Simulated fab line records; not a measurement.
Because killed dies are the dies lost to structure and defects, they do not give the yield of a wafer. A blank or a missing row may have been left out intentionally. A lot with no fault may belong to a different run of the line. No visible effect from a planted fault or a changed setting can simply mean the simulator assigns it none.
Which tool is to blame?	flow berkeley cmos170	at 1 step of a route of 331, 12 lots with 36 wafers sampled

WHAT THE GAUGES READ, wafer by wafer
The record holds no reading of a measuring or inspecting step that can be judged against a usual standard deviation.

TOOL THAT RAN EACH LOT (tool first, then ch and the chambers of the sampled wafers, then the start)
lot	UCB170_ZERO_STRIP_07
L146	plasma asher-03 ch 0,1, day 1 21:01
L147	plasma asher-02 ch 1, day 2 04:56
L148	plasma asher-04 ch 0,1, day 2 05:02
L149	plasma asher-04 ch 0,1, day 2 14:55
L150	plasma asher-04 ch 0,1, day 2 15:12
L151	plasma asher-04 ch 0,1, day 3 02:35
L161	plasma asher-03 ch 0,1, day 4 22:55
L163	plasma asher-02 ch 0,1, day 5 08:07
L165	plasma asher-03 ch 0,1, day 5 21:51
L167	plasma asher-04 ch 0,1, day 6 08:25
L168	plasma asher-03 ch 0,1, day 6 12:58
L169	plasma asher-02 ch 0,1, day 6 21:59
- UCB170_ZERO_STRIP_07: strips in O2.

AS READ BY THE TOOLS THEMSELVES (means over the sampled wafers that have a number; for cases with no such wafer, the mark the record gives instead)
UCB170_ZERO_STRIP_07. Usual: drypump motor current A 5.5 A, standard deviation 0.38; o2 flow sccm 399.8 sccm, standard deviation 1.3; oes product au 0.728 a.u., standard deviation 0.0046; strip time to endpoint s 21.48 s, standard deviation 0.065.
lot	tool	drypump motor current A (A)	o2 flow sccm (sccm)	oes product au (a.u.)	strip time to endpoint s (s)	flag
L146	plasma asher-03	5.7	400.0	0.727	21.52	
L147	plasma asher-02	5.8	399.3	0.726	21.53	
L148	plasma asher-04	5.6	398.4	0.727	21.54	
L149	plasma asher-04	5.6	399.9	0.727	21.56	
L150	plasma asher-04	5.5	199.4	0.668	24.57	OFF
L151	plasma asher-04	5.5	199.2	0.670	24.56	OFF
L161	plasma asher-03	5.7	399.8	0.721	21.38	
L163	plasma asher-02	5.5	399.1	0.728	21.57	
L165	plasma asher-03	5.7	401.2	0.726	21.53	
L167	plasma asher-04	5.6	401.6	0.728	21.47	
L168	plasma asher-03	5.7	399.2	0.730	21.56	
L169	plasma asher-02	5.3	399.0	0.723	21.42	

THE ANSWER, worked out from the rows above alone
Rule: a lot is off if the mean of its wafers that have a number lies more than 3 standard deviations from the usual mean. A lot without any number at a reading at which 4 lots or more have one is off too. Where the step has rows for the other lots, those lots are counted as sound. First the gauges in route order, then the tools' own readings, where a lot's mean is used as printed above. The first step at which some lot is off is used, and at that step the reading that is off furthest; a lot without a number counts as furthest.
Off, at UCB170_ZERO_STRIP_07 on o2 flow sccm: L150, L151.
If a tool, at that step or one of the process steps before it, ran each lot that is off and ran no sound lot following the first of them, it fits. Of those tried, none fits.

WHAT THE SIMULATOR PUT IN
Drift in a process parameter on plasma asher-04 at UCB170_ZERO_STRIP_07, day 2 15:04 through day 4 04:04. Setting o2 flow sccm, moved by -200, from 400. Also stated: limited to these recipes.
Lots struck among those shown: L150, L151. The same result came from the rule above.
